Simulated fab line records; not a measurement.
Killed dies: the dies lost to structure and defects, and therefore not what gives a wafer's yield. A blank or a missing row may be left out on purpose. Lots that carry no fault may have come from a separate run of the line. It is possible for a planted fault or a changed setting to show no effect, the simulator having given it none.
Split-lot study	flow rit cmos	23 wafers read from 5 lots, route of 202 steps

## THE SPLIT ITSELF
At RIT_GATE_DEVELOP_15 (develop time 50 s), the setting dev temp c was moved away from the recipe's 23 C on 7 of the 23 wafers read, by -16.0% to -7.1%. The other wafers ran this setting at the recipe's value.

## FROM THE SPLIT TO THE READING: what the file shows between them, 15 steps
- RIT_REOX_OXIDATION_03: target thk 25.2 nm, ox time 5580 s (also split here: temp c)
- RIT_REOX_THK_MEAS_04
- RIT_NLDD_IMPLANT_08 (also split here: energy kev)
- RIT_PLDD_HARDBAKE_07: time 60 s (also split here: temp c)
- RIT_PLDD_IMPLANT_08 (also split here: energy kev)
- RIT_PLDD_STRIP_09: strips in O2, time 180 s
- RIT_SPACER_CLEAN_00: cleans in SC1, time 600 s
- RIT_NSD_COAT_01: resist thk 1000 nm (also split here: resist thk nm)
- RIT_NSD_SOFTBAKE_02: time 60 s
- RIT_NSD_EXPOSE_03: exposes mask M9, target cd 40700 nm
- RIT_NSD_DEVELOP_05: develop time 50 s
- RIT_NSD_HARDBAKE_07: time 60 s
- RIT_PSD_DEVELOP_05: develop time 50 s (also split here: dev temp c)
- RIT_PSD_HARDBAKE_07: time 60 s
- RIT_SDANNEAL_RS_MEAS_06: measures by four-point-probe

## THE READING
etest.nmos_0p3.r on ohm um (the simulator's own value, which no gauge read), at RIT_M1_PROBE_99. The file gives no usual value for it. Here, 16 wafers ran the recipe; their average is 2171 with a standard deviation of 1.7e+02.

wafer	tool, chamber at the split	dev temp c as run, C	against the recipe	etest.nmos_0p3.r on ohm um	against lot-mates on the recipe
L075.2	litho track-01, 0	23	recipe	2169	-
L075.3	litho track-01, 0	23	recipe	2178	-
L075.5	litho track-01, 0	23	recipe	2174	-
L077.1	litho track-02, 0	23	recipe	2044	-
L077.2	litho track-02, 0	23	recipe	2043	-
L077.3	litho track-02, 0	23	recipe	2059	-
L077.4	litho track-02, 0	23	recipe	2005	-
L077.6	litho track-02, 0	23	recipe	2057	-
L080.1	litho track-03, 0	19.32	-16.0%	2403	-93
L080.2	litho track-03, 0	19.32	-16.0%	2377	-119
L080.3	litho track-03, 0	23	recipe	2508	-
L080.4	litho track-03, 0	23	recipe	2507	-
L080.5	litho track-03, 0	23	recipe	2473	-
L083.1	litho track-01, 0	20.23	-12.0%	1933	-71
L083.2	litho track-01, 0	20.23	-12.0%	1893	-111
L083.4	litho track-01, 0	20.23	-12.0%	1896	-108
L083.5	litho track-01, 0	23	recipe	2010	-
L083.6	litho track-01, 0	23	recipe	1998	-
L084.1	litho track-02, 0	23	recipe	2183	-
L084.2	litho track-02, 0	23	recipe	2161	-
L084.4	litho track-02, 0	21.37	-7.1%	2117	-54
L084.5	litho track-02, 0	23	recipe	2168	-
L084.6	litho track-02, 0	21.37	-7.1%	2087	-84

FIT RESULTS
A straight line over all 23 wafers: etest.nmos_0p3.r on ohm um changes by +2.31 for each +1% of dev temp c; r = +0.07; the points scatter about the line by 1.9e+02.
The same after taking each lot's own level away (the mean of its wafers on the recipe; 23 wafers): +7.4 for each +1%; r = +0.94; scatter 17.
According to that fit, moving dev temp c by its largest amount changes the reading by 1.2e+02.
Measured against the standard deviation above, the lots' own levels, which go from 2004.0 to 2496.0, span 2.9 times it.
So the lot-to-lot level blurs the effect unless lot-mates are compared.
Check: for one of the wafers moved furthest among these (-16.0%), held out of the fit, the line's prediction against its lot-mates is -128. Against them it came out at -93.

## OTHER SPLITS ON THESE WAFERS
Note: prior to the reading, these wafers also went through further splits. Each is held against what the fit with the lots' levels taken away leaves over:
other split on the same wafers	wafers away from the commonest value	r with etest.nmos_0p3.r on ohm um (lot level and that fit taken away)
RIT_ACTIVE_OXIDATION_01 ox time s	15	-0.19
RIT_NRETRO_IMPLANT_08 energy kev	6	+0.16
RIT_PRETRO_IMPLANT_08 dose cm2	11	+0.31
RIT_GATE_OXIDATION_05 ox time s	15	-0.01
RIT_REOX_OXIDATION_03 temp c	15	+0.24
RIT_NLDD_IMPLANT_08 energy kev	5	+0.02
RIT_PLDD_HARDBAKE_07 temp c	9	+0.07
RIT_PLDD_IMPLANT_08 energy kev	9	+0.05
RIT_NSD_COAT_01 resist thk nm	11	-0.30
RIT_PSD_DEVELOP_05 dev temp c	12	-0.09

## THE WHOLE CHAIN: every reading that the file lists as answering this split, in the file's order
step	what it does	reading	change (the file's fit)	r (the file's)
RIT_M1_PROBE_99		etest.nmos_0p15.drive ua um (the simulator's own value, which no gauge read)	-5.46 for each +1% of the setting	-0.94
RIT_M1_PROBE_99		etest.nmos_0p3.r on ohm um (the simulator's own value, which no gauge read)	+7.42 for each +1% of the setting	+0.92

## FILE'S OWN FIT
etest.nmos_0p3.r on ohm um changes by +7.42 for each +1% of dev temp c, r = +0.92.
